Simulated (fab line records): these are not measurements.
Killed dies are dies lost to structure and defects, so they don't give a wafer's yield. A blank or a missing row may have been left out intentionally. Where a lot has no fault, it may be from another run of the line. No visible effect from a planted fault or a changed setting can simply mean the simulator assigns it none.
A struck lot beside a sound one | flow berkeley-cmos170 | 27 out of 331 route steps
Sound: the wafers L938.2, L938.4, L938.6. Struck: wafers L951.3, L951.4, L951.5. The cause is given at the end.
Each step with rows lists, per side, the tool, then ch with its chambers, then its first start. Under that, the readings that differ: sound wafers | struck wafers | difference of the means | sigmas: that difference in standard deviations of wafers without a fault.
alike: readings whose means differ by less than 2 such deviations, and words and numbers that are the same on both sides. not compared: withheld readings, readings that some wafer has no value for, bounds like >300 that may hide the same value, and numbers for which the record gives no deviation and whose values overlap.
A row with sigmas, a row that says differs or no value, or rows on one side alone: a step with any of these is where the two part. Numbers that don't overlap but have no deviation are shown without sigmas and don't part them. A reading that every wafer of one side lacks parts them only if that side has two wafers or more.

first, 1 step without rows for these wafers: UCB170_PSD_IMPLANT_08.
UCB170_PSD_STRIP_09: strips in O2.
  sound on plasma-asher-04 ch 0,1, day 7 21:13; struck on plasma-asher-04 ch 0,1, day 10 22:06
  alike: drypump-motor-current-A, oes-product-au, strip-time-to-endpoint-s
  not compared: rf-hours-counter-h
UCB170_PSD_TW_MEAS_10:
  sound on film-metro-04 at day 7 21:19; struck on film-metro-04 at day 10 22:11
  alike: PSD_TW
then, 7 steps without rows for these wafers: UCB170_PSD_CLEAN_11 (cleans in SPM, time 600 s); UCB170_NSD_HMDS_00 (prime time 60 s); UCB170_NSD_COAT_01 (resist thk 900 nm); UCB170_NSD_SOFTBAKE_02 (time 60 s); UCB170_NSD_EXPOSE_03 (exposes mask NSELECT MOD, target cd 1200 nm); UCB170_NSD_PEB_04; UCB170_NSD_DEVELOP_05 (develop time 45 s).
UCB170_NSD_CD_MEAS_06 targets a cd of 1200 nm.
  sound on cd-sem-02 at day 8 00:36; struck on cd-sem-02 at day 11 00:43
  alike: cd-nm
UCB170_NSD_OVL_MEAS_07:
  sound on overlay-02 at day 8 00:43; struck on overlay-01 at day 11 00:48
  alike: NSD_OVL
UCB170_NSD_IMPLANT_08:
  sound on implanter-03 ch 0, day 8 00:46; struck on implanter-03 ch 0, day 11 00:53
  reading                          | sound                      | struck                        | difference | sigmas
  dose-ions-cm2                    | 3.002e+15 2.996e+15 3e+15  | 2.103e+15 2.099e+15 2.106e+15 | -8.967e+14 | -99 or more
  end-station-pressure-torr (Torr) | 1.26e-05 1.26e-05 1.21e-05 | 1.01e-05 9.8e-06 1.06e-05     | -2.27e-06  | -3
  faraday-current-uA               | 9100 9392 9179             | 6415 6561 6696                | -2666      | -14
UCB170_NSD_STRIP_09: strips in O2.
  sound on plasma-asher-03 ch 0,1, day 8 00:53; struck on plasma-asher-03 ch 0,1, day 11 01:01
  reading                      | sound             | struck            | difference | sigmas
  oes-product-au (a.u.)        | 0.530 0.532 0.532 | 0.566 0.568 0.560 | +0.033     | +8
  strip-time-to-endpoint-s (s) | 35.73 35.73 35.70 | 32.45 32.43 32.51 | -3.26      | -45
  alike: drypump-motor-current-A
  not compared: rf-hours-counter-h
UCB170_NSD_TW_MEAS_10:
  sound on film-metro-04 at day 8 01:00; struck on film-metro-04 at day 11 01:06
  reading | sound          | struck         | difference | sigmas
  NSD_TW  | 4147 4129 4134 | 3954 3943 3967 | -182       | -4
then, 4 steps without rows for these wafers: UCB170_NSD_CLEAN_11 (cleans in SPM, time 600 s); UCB170_BACKSIDE_HMDS_00 (prime time 60 s); UCB170_BACKSIDE_COAT_01 (resist thk 900 nm); UCB170_BACKSIDE_SOFTBAKE_02 (time 60 s).
UCB170_BACKSIDE_STRIP_03: strips in O2.
  sound on plasma-asher-03 ch 0,1, day 8 01:40; struck on plasma-asher-03 ch 0,1, day 11 02:04
  alike: drypump-motor-current-A, oes-product-au, strip-time-to-endpoint-s
  not compared: rf-hours-counter-h
then, 1 step without rows for these wafers: UCB170_BACKSIDE_CLEAN_04 (cleans in SPM, time 600 s).
UCB170_SDANNEAL_RTA_00: time 10 s.
  sound on rtp-anneal-02 ch 0, day 8 01:59; struck on rtp-anneal-01 ch 0, day 11 02:20
  reading            | sound          | struck         | difference | sigmas
  lamp-power-pct (%) | 25.7 25.7 25.7 | 24.0 24.0 23.9 | -1.7       | -2
  alike: wafer_temp_C_max
UCB170_SDANNEAL_RTA_01: time 5 s.
  sound on rtp-anneal-02 ch 0, day 8 02:02; struck on rtp-anneal-01 ch 0, day 11 02:24
  reading            | sound          | struck         | difference | sigmas
  lamp-power-pct (%) | 39.7 39.7 39.7 | 37.0 37.0 37.0 | -2.7       | -2
  alike: wafer_temp_C_max
UCB170_SDANNEAL_RS_MEAS_02: uses a four-point probe to measure.
  sound on film-metro-03 at day 8 02:07; struck on film-metro-02 at day 11 02:29
  alike: PSD_RS
UCB170_SDANNEAL_RS_MEAS_03: uses a four-point probe to measure.
  sound on film-metro-03 at day 8 02:14; struck on film-metro-02 at day 11 02:36
  reading         | sound             | struck            | difference | sigmas
  NSD_RS (ohm/sq) | 37.32 37.37 37.29 | 45.24 45.42 45.28 | +7.99      | +90
UCB170_SDANNEAL_RS_MEAS_04: uses a four-point probe to measure.
  sound on film-metro-03 at day 8 02:21; struck on film-metro-02 at day 11 02:43
  alike: PLDD_RS
UCB170_M3_PROBE_99:
  sound on prober-02 at day 9 05:21; struck on prober-01 at day 12 01:17
  reading                              | sound             | struck            | difference | sigmas
  model.etest.contact-npoly.end-ohm-um | 63.78 61.98 62.41 | 122.4 128.3 124.4 | +62.3      |
  model.etest.contact-nplus.end-ohm-um | 11.96 12.37 12.56 | 15.18 15.2 14.31  | +2.60      |

WHERE THEY PART
Earliest at UCB170_NSD_IMPLANT_08; latest, in this record, at UCB170_SDANNEAL_RS_MEAS_03. Later steps at which nothing parts them and some readings are alike: UCB170_SDANNEAL_RS_MEAS_04.

WHY: the cause the simulator had injected
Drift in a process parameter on implanter-03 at UCB170_NSD_IMPLANT_08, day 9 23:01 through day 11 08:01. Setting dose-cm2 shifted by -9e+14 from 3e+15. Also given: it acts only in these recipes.
